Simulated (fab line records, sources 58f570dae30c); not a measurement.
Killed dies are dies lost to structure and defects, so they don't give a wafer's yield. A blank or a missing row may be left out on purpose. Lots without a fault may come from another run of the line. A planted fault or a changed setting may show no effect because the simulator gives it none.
Problem report in the 8D (eight disciplines) form, filled by code | flow berkeley_cmos170 | the parts of the form that need people (team, actions taken, sign-off) are left out

1. THE PROBLEM
M3_AL_RS at UCB170_M3_RS_MEAS_02 reads a mean of 0.03407 ohm/sq on 6 wafers of 2 lots; wafers without a fault read 0.03186 ohm/sq with a standard deviation of 0.00027. That is +8.2 standard deviations from the usual mean.
The step: measures by four-point-probe.
First seen on wafer L271.1, day 10 19:23, on film_metro-04. The record holds 42 wafers of 14 lots with a number at this step. Rule for "out", or "out of limits": more than 4 standard deviations from the usual mean. The other wafers with a number count as sound.

2. WHAT IT IS AND WHAT IT IS NOT
question                    | is                           | is not
which readings at this step | M3_AL_RS                     | -
which lots                  | L271, L272                   | L262, L263, L264, L265, L266, L267, L268, L269, L270, L280, L282, L283
which wafers of those lots  | all that have a number       | -
read on which gauges        | film_metro-01, film_metro-04 | film_metro-02
when                        | from day 10 19:23            | up to then (27 sound wafers); but 9 sound wafers of L280, L282, L283 came after

3. SUSPECTS, AND WHAT RULES EACH OUT
Counting: a tool at a process step up to the reading stays a suspect if it ran every lot that is out and no sound lot after the first of them.
- the gauge at UCB170_M3_RS_MEAS_02: ruled out. The wafers that are out were read on 2 gauges (film_metro-01, film_metro-04).
- pvd_sputter-02 at UCB170_M3_SPUTTER_01 (material Al, target thk 900 nm, time 120 s): ruled out as a lasting fault. Sound lots L283 ran on it after its first lot that is out, L271 (day 10 19:18).
Left after counting: nothing in the record.

4. THE CAUSE (what the simulator had put in)
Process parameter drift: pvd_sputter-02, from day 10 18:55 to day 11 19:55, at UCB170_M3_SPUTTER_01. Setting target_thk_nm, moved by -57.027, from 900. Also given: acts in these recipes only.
Counting ruled it out, wrongly: the rule takes a fault to strike every lot that its tool runs from its start on, and this one did not.

5. THE CHAIN OF EFFECTS, in route order
Each row: a reading whose mean over the struck wafers that have a number lies more than 3 standard deviations from the usual. Only readings for which the record gives a usual standard deviation are gone through. hours: the time from each lot's start at the first step in this table that gives one to its start at this step, as a median over the lots. sigmas: the change in usual standard deviations.
hours | step                    | reading        | usual          | on struck wafers | change   | sigmas
0     | UCB170_M3_RS_MEAS_02    | M3_AL_RS       | 0.03186 ohm/sq | 0.03407          | +0.00221 | +8.2
6     | UCB170_M3_THK_MEAS_03   | M3_AL_THK      | 899 nm         | 842              | -57      | -5.9
11    | UCB170_M3_METAL_ETCH_18 | oes_product_au | 0.869 a.u.     | 0.840            | -0.029   | -3.6
The process steps in it:
- UCB170_M3_METAL_ETCH_18: etches Al in Cl2/BCl3, stops on SiO2, target depth 1170 nm, time 195 s.

6. WHAT WOULD HAVE CAUGHT IT SOONER
In this record the first reading out of limits at a measuring or inspecting step was taken at day 10 19:23, 0 hours after the fault began at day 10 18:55.
Of the tool readings at UCB170_M3_SPUTTER_01 for which the record gives a usual standard deviation, none was out on any struck wafer, so an alarm limit of 4 standard deviations on them would not have fired.
